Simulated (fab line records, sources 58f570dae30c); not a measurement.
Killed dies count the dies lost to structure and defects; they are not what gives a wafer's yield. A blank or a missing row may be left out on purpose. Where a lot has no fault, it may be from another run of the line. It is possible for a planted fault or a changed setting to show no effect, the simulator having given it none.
Which of the tools did it? + flow berkeley_cmos170 + 7 lots, 21 wafers sampled, at 1 step of a route of 331

## WHAT THE GAUGES READ, wafer by wafer
UCB170_CONTACT_THK_MEAS_02.
| lot  | measured     | on            | CONTACT_PSG_THK (nm) |
|------|--------------|---------------|----------------------|
| L536 | day 8 02:23  | film_metro-03 | 705 710 705          |
| L541 | day 8 17:35  | film_metro-03 | 711 709 713          |
| L543 | day 9 15:50  | film_metro-02 | 701 694 694          |
| L546 | day 9 17:18  | film_metro-02 | 705 708 705          |
| L548 | day 10 16:08 | film_metro-02 | 697 705 702          |
| L550 | day 11 02:53 | film_metro-01 | 709 706 702          |
| L559 | day 13 04:23 | film_metro-01 | 705 703 701          |

## WHICH TOOL RAN EACH LOT (tool, then ch and the chambers of the sampled wafers, then the start)
The record holds no process step before these readings.

## THE ANSWER, worked out from the rows above alone
Rule: usual is defined by the lots themselves. The widest of any qualifying gaps counts: lots, ordered by their means at a reading, are off when they make up no more than a third of the lots, leave a main group of 4 or more, and stand apart from it by 3 or more times the standard deviation of that group's means. A main group whose means are all the same, to the digits that the tables above print for the reading, isn't used. A lot without any number at a reading at which 4 lots or more have one is off too. All remaining lots with rows at the step are treated as sound.
None of the lots is off at any reading shown; this tells nothing.

## WHAT WAS PUT IN BY THE SIMULATOR
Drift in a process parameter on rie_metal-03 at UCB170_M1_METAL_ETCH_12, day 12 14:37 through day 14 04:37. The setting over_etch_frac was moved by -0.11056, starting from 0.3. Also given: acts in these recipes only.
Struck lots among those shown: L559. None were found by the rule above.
